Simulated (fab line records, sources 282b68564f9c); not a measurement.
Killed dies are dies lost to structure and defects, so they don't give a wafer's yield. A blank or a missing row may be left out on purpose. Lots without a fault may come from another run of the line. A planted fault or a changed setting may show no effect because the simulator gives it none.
Split-lot experiment | flow rit_cmos | 5 lots, 23 wafers read, on a route of 202 steps

THE SPLIT
At RIT_NRETRO_COAT_01 (resist thk 1300 nm), the setting resist_thk_nm was moved away from the recipe's 1300 nm on 9 of the 23 wafers read, by -5.2% to -2.3%. The other wafers ran this setting at the recipe's value.

FROM THE SPLIT TO THE READING: what the file shows between them, 1 step
- RIT_NRETRO_DEVELOP_05: develop time 68 s (also split here: develop_time_s)

THE READING
NOVOLAK_of_NRETRO_COAT_01.thk_nm (the simulator's own value, which no gauge read), in nm, at RIT_NRETRO_HARDBAKE_07 (time 120 s). The file gives no usual value for it. The 14 wafers here that ran the recipe average 1136 nm, standard deviation 3.8 nm.

wafer  | tool, chamber at the split | resist_thk_nm as run, nm | against the recipe | NOVOLAK_of_NRETRO_COAT_01.thk_nm, nm | against lot-mates on the recipe
L074.2 | litho_track-04, 0          | 1300                     | recipe             | 1143                                 | -
L074.3 | litho_track-04, 0          | 1300                     | recipe             | 1141                                 | -
L074.4 | litho_track-04, 0          | 1270                     | -2.3%              | 1119                                 | -23
L074.5 | litho_track-04, 0          | 1270                     | -2.3%              | 1115                                 | -27
L074.6 | litho_track-04, 0          | 1270                     | -2.3%              | 1117                                 | -25
L075.2 | litho_track-01, 0          | 1250                     | -3.8%              | 1092                                 | -48
L075.3 | litho_track-01, 0          | 1250                     | -3.8%              | 1095                                 | -44
L075.4 | litho_track-01, 0          | 1300                     | recipe             | 1137                                 | -
L075.5 | litho_track-01, 0          | 1300                     | recipe             | 1142                                 | -
L075.6 | litho_track-01, 0          | 1250                     | -3.8%              | 1094                                 | -46
L076.1 | litho_track-02, 0          | 1300                     | recipe             | 1133                                 | -
L076.3 | litho_track-02, 0          | 1300                     | recipe             | 1133                                 | -
L076.6 | litho_track-02, 0          | 1300                     | recipe             | 1133                                 | -
L076.4 | litho_track-02, 0          | 1300                     | recipe             | 1130                                 | -
L076.5 | litho_track-02, 0          | 1300                     | recipe             | 1131                                 | -
L077.1 | litho_track-04, 0          | 1300                     | recipe             | 1134                                 | -
L077.2 | litho_track-04, 0          | 1300                     | recipe             | 1135                                 | -
L077.3 | litho_track-04, 0          | 1233                     | -5.2%              | 1075                                 | -60
L077.4 | litho_track-04, 0          | 1233                     | -5.2%              | 1076                                 | -58
L077.5 | litho_track-04, 0          | 1233                     | -5.2%              | 1078                                 | -56
L082.3 | litho_track-02, 0          | 1300                     | recipe             | 1135                                 | -
L082.4 | litho_track-02, 0          | 1300                     | recipe             | 1135                                 | -
L082.5 | litho_track-02, 0          | 1300                     | recipe             | 1136                                 | -

THE FIT
A straight line over all 23 wafers: NOVOLAK_of_NRETRO_COAT_01.thk_nm changes by +11.1 nm for each +1% of resist_thk_nm; r = +0.98; the points scatter about the line by 4.2 nm.
The same after taking each lot's own level away (the mean of its wafers on the recipe; 23 wafers): +11.4 nm for each +1%; r = +1.00; scatter 1.7 nm.
On that fit, the largest move of resist_thk_nm shifts the reading by 59 nm.
The lots' own levels span 1132.0 to 1142.0 nm, that is 2.6 times the standard deviation above.
So the lot-to-lot level changes the slope little: the two slopes agree.
Check: with one of the wafers moved furthest among these (-5.2%) left out of the fit, the line predicts -58.8 nm for it against its lot-mates. It came out at -59.5 nm against them.

OTHER SPLITS ON THESE WAFERS
These wafers also went through other splits before the reading. Each is held against what the fit with the lots' levels taken away leaves over:
other split on the same wafers       | wafers away from the commonest value | r with NOVOLAK_of_NRETRO_COAT_01.thk_nm (lot level and that fit taken away)
RIT_ACTIVE_COAT_06 resist_thk_nm     | 6                                    | +0.13
RIT_ACTIVE_EXPOSE_08 dose_mj         | 6                                    | -0.06
RIT_NWELL_COAT_01 spin_rpm           | 10                                   | -0.08
RIT_NWELL_IMPLANT_08 energy_kev      | 10                                   | +0.24
RIT_PWELL_COAT_01 resist_thk_nm      | 10                                   | +0.08
RIT_NRETRO_DEVELOP_05 develop_time_s | 6                                    | -0.18

THE WHOLE CHAIN: every reading that the file lists as answering this split, in the file's order
step                   | what it does       | reading                                                                           | change (the file's fit)              | r (the file's)
RIT_NRETRO_COAT_01     | resist thk 1300 nm | NOVOLAK_of_NRETRO_COAT_01.thk_nm (the simulator's own value, which no gauge read) | +13.2 nm for each +1% of the setting | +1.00
RIT_NRETRO_HARDBAKE_07 | time 120 s         | NOVOLAK_of_NRETRO_COAT_01.thk_nm (the simulator's own value, which no gauge read) | +11.4 nm for each +1% of the setting | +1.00

THE FILE'S OWN FIT
NOVOLAK_of_NRETRO_COAT_01.thk_nm changes by +11.4 nm for each +1% of resist_thk_nm, r = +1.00.
